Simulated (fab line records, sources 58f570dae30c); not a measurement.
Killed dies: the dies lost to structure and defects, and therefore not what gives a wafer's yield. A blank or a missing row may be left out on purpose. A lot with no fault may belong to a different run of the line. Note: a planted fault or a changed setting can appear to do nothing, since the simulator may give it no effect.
The tool behind it: which one?	flow berkeleyCmos170	Sampling: 13 lots, 39 wafers, 3 of 331 route steps

WHAT EACH GAUGE READ, for each wafer
UCB170_SDANNEAL_RS_MEAS_05: uses a four-point probe to measure. Usual: NLDD_RS 617.2 ohm/sq, standard deviation 1.3.
lot	measured	on	NLDD_RS (ohm/sq)	flag
L515	day 7 22:21	filmMetro-02	617.0 617.6 617.5	
L516	day 8 13:55	filmMetro-03	617.3 620.9 619.2	
L517	day 8 13:40	filmMetro-02	617.6 615.8 616.3	
L518	day 9 06:43	filmMetro-01	618.8 616.9 616.8	
L519	day 9 06:21	filmMetro-03	617.2 616.6 616.9	
L522	day 9 06:44	filmMetro-02	618.7 618.7 618.2	
L523	day 9 08:18	filmMetro-03	616.3 616.8 615.7	
L527	day 10 09:28	filmMetro-03	617.1 615.9 616.5	
L528	day 10 23:47	filmMetro-03	617.1 616.3 616.5	
L534	day 11 19:09	filmMetro-01	616.6 617.0 616.8	
L535	day 12 11:26	filmMetro-03	615.5 616.1 616.9	
L536	day 12 11:13	filmMetro-02	617.0 619.3 618.9	
L537	day 12 10:55	filmMetro-03	618.5 616.2 618.0	

UCB170_M1_OVL_MEAS_10. Usual: M1_OVL -2 nm, standard deviation 4.2.
lot	measured	on	M1_OVL (nm)	flag
L515	day 8 06:14	overlay-02	2 2 0	
L516	day 8 22:14	overlay-01	-7 -2 -2	
L517	day 8 22:05	overlay-02	-12 -11 -7	
L518	day 9 15:15	overlay-01	-6 -6 0	
L519	day 9 15:10	overlay-01	-2 -1 3	
L522	day 9 15:22	overlay-01	1 1 5	
L523	day 9 16:10	overlay-02	-7 0 -3	
L527	day 10 16:16	overlay-01	-1 -2 -2	
L528	day 11 09:06	overlay-01	-3 -5 1	
L534	day 12 05:06	overlay-02	-13 -2 -6	
L535	day 12 20:54	overlay-01	7 0 2	
L536	day 12 20:44	overlay-01	3 3 0	
L537	day 12 20:37	overlay-01	2 0 1	

WHICH TOOL RAN EACH LOT (tool, then ch and the chambers of the sampled wafers, then the start)
lot	UCB170_SPACER_ETCHBACK_03
L515	rieDiel-03 ch 0,1,3, day 7 15:51
L516	rieDiel-03 ch 2,3, day 8 05:50
L517	rieDiel-04 ch 0,2, day 8 05:50
L518	rieDiel-04 ch 0,2, day 9 00:50
L519	rieDiel-03 ch 0,2,3, day 9 00:50
L522	rieDiel-02 ch 0,2,3, day 9 00:50
L523	rieDiel-03 ch 0,1,3, day 9 00:55
L527	rieDiel-04 ch 0,1, day 10 02:01
L528	rieDiel-03 ch 0,1,3, day 10 14:40
L534	rieDiel-04 ch 1,2,3, day 11 13:11
L535	rieDiel-02 ch 0,2,3, day 12 01:26
L536	rieDiel-04 ch 1,2,3, day 12 01:26
L537	rieDiel-03 ch 0,1,3, day 12 01:26
- UCB170_SPACER_ETCHBACK_03: etches SiO2 in CHF3/CF4/Ar, stops on Si, target depth 376 nm, time 100 s.

AS READ BY THE TOOLS THEMSELVES (means over the sampled wafers that have a number; for cases with no such wafer, the mark the record gives instead)
UCB170_SPACER_ETCHBACK_03. Usual: drypumpMotorCurrentA 5.8 A, standard deviation 0.33; oesProductAu 0.903 a.u., standard deviation 0.015; throttleValvePct 6.46 %, standard deviation 0.12.
lot	tool	drypumpMotorCurrentA (A)	oesProductAu (a.u.)	throttleValvePct (%)	flag
L515	rieDiel-03	5.8	0.888	6.46	
L516	rieDiel-03	5.6	0.923	6.30	
L517	rieDiel-04	5.9	0.902	6.49	
L518	rieDiel-04	6.2	0.920	6.39	
L519	rieDiel-03	5.7	0.906	6.35	
L522	rieDiel-02	6.1	0.889	6.53	
L523	rieDiel-03	5.8	0.901	6.45	
L527	rieDiel-04	6.0	0.910	6.32	
L528	rieDiel-03	5.8	0.900	6.45	
L534	rieDiel-04	5.6	0.894	6.50	
L535	rieDiel-02	6.1	0.899	6.53	
L536	rieDiel-04	5.6	0.904	6.50	
L537	rieDiel-03	5.8	0.904	6.46	

THE ANSWER, worked out from the rows above alone
Rule: a lot is off if the mean of its wafers that have a number lies more than 3 standard deviations from the usual mean. Also off: a lot with no number at a reading for which 4 or more lots have one. The other lots that the step has rows for count as sound. First the gauges in route order, then the tools' own readings, where a lot's mean is used as printed above. At the first step where some lot is off, the reading lying furthest off is the one used; lots without a number count as furthest.
Nothing can be told from this: no lot is off at any reading shown.

WHAT THE SIMULATOR HAD PUT IN
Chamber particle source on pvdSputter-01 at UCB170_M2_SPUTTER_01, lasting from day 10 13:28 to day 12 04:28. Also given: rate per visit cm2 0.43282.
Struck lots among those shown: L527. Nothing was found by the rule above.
